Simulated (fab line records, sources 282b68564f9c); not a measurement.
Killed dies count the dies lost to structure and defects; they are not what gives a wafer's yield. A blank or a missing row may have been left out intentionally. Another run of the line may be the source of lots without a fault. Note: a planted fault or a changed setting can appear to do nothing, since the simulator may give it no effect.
Lot-split experiment | flow rit-cmos | 5 lots, 23 wafers read, on a route of 202 steps

## ABOUT THE SPLIT
At RIT_ACTIVE_COAT_06 (resist thk 1000 nm), the setting spin-rpm was moved away from the recipe's 3250 rpm on 8 of the 23 wafers read, by -6.7% to +2.7%. The other wafers ran this setting at the recipe's value.

## FROM THE SPLIT TO THE READING: what the file shows between them, 3 steps
- RIT_ACTIVE_SOFTBAKE_07: time 60 s
- RIT_ACTIVE_EXPOSE_08: exposes mask M1, target cd 1400 nm
- RIT_ACTIVE_DEVELOP_10: develop time 50 s

## THE READING
NOVOLAK_of_ACTIVE_COAT_06.thk-nm (the simulator's own value, which no gauge read), in nm, at RIT_ACTIVE_HARDBAKE_12 (time 60 s). There is no usual value for it anywhere in the file. The 15 wafers here that ran the recipe average 883.6 nm, standard deviation 1.5 nm.

wafer  | tool, chamber at the split | spin-rpm as run, rpm | against the recipe | NOVOLAK_of_ACTIVE_COAT_06.thk-nm, nm | against lot-mates on the recipe
L076.1 | litho-track-01, 0          | 3250                 | recipe             | 884.6                                | -
L076.4 | litho-track-01, 0          | 3250                 | recipe             | 881.2                                | -
L076.5 | litho-track-01, 0          | 3250                 | recipe             | 885.6                                | -
L079.2 | litho-track-01, 0          | 3250                 | recipe             | 882.8                                | -
L079.3 | litho-track-01, 0          | 3110                 | -4.3%              | 907.3                                | +23.7
L079.4 | litho-track-01, 0          | 3250                 | recipe             | 884.2                                | -
L079.5 | litho-track-01, 0          | 3110                 | -4.3%              | 905.8                                | +22.2
L079.6 | litho-track-01, 0          | 3250                 | recipe             | 883.7                                | -
L081.1 | litho-track-01, 0          | 3151                 | -3.0%              | 899                                  | +15.1
L081.3 | litho-track-01, 0          | 3250                 | recipe             | 883.5                                | -
L081.4 | litho-track-01, 0          | 3151                 | -3.0%              | 898.5                                | +14.6
L081.5 | litho-track-01, 0          | 3250                 | recipe             | 883.8                                | -
L081.6 | litho-track-01, 0          | 3250                 | recipe             | 884.3                                | -
L082.1 | litho-track-01, 0          | 3338                 | +2.7%              | 868.5                                | -13.6
L082.3 | litho-track-01, 0          | 3250                 | recipe             | 881.4                                | -
L082.4 | litho-track-01, 0          | 3250                 | recipe             | 880.7                                | -
L082.5 | litho-track-01, 0          | 3250                 | recipe             | 884.1                                | -
L082.6 | litho-track-01, 0          | 3338                 | +2.7%              | 870.6                                | -11.5
L084.1 | litho-track-01, 0          | 3031                 | -6.7%              | 915.6                                | +30.9
L084.3 | litho-track-01, 0          | 3031                 | -6.7%              | 917.1                                | +32.4
L084.4 | litho-track-01, 0          | 3250                 | recipe             | 885.1                                | -
L084.5 | litho-track-01, 0          | 3250                 | recipe             | 886                                  | -
L084.6 | litho-track-01, 0          | 3250                 | recipe             | 883.1                                | -

FIT RESULTS
A straight line over all 23 wafers: NOVOLAK_of_ACTIVE_COAT_06.thk-nm changes by -5.01 nm for each +1% of spin-rpm; r = -0.99; the points scatter about the line by 1.5 nm.
The same after taking each lot's own level away (the mean of its wafers on the recipe; 23 wafers): -4.83 nm for each +1%; r = -0.99; scatter 1.4 nm.
The reading moves by 33 nm for the largest change in spin-rpm, on that fit.
The lots' own levels span 882.07 to 884.73 nm, that is 1.8 times the standard deviation above.
The two slopes are in agreement: the lot-to-lot level therefore moves the slope only a little.
Check: for one of the wafers moved furthest among these (-6.7%), held out of the fit, the line's prediction against its lot-mates is +33.5 nm. It came out at +30.9 nm against them.

## THESE WAFERS: OTHER SPLITS
Before the reading, these wafers also passed through other splits. Each is held against what the fit with the lots' levels taken away leaves over:
other split on the same wafers | wafers away from the commonest value | r with NOVOLAK_of_ACTIVE_COAT_06.thk-nm (lot level and that fit taken away)
RIT_ACTIVE_CVD_03 temp-c       | 15                                   | -0.02

## THE WHOLE CHAIN: every reading that the file lists as answering this split, in the file's order
step                   | what it does                                                        | reading                                                                           | change (the file's fit)                                                            | r (the file's)
RIT_ACTIVE_COAT_06     | resist thk 1000 nm                                                  | NOVOLAK_of_ACTIVE_COAT_06.thk-nm (the simulator's own value, which no gauge read) | -5.55 nm for each +1% of the setting                                               | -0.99
RIT_ACTIVE_HARDBAKE_12 | time 60 s                                                           | NOVOLAK_of_ACTIVE_COAT_06.thk-nm (the simulator's own value, which no gauge read) | -4.85 nm for each +1% of the setting                                               | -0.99
RIT_ACTIVE_ETCH_13     | etches Si3N4 in SF6, stops on SiO2, time 210 s, target depth 210 nm | NOVOLAK_of_ACTIVE_COAT_06.thk-nm (the simulator's own value, which no gauge read) | -4.68 nm for each +1% of the setting, in a fit together with time-s@ACTIVE_ETCH_13 | 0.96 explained

## THE FILE'S OWN FIT
NOVOLAK_of_ACTIVE_COAT_06.thk-nm changes by -4.85 nm for each +1% of spin-rpm, r = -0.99.
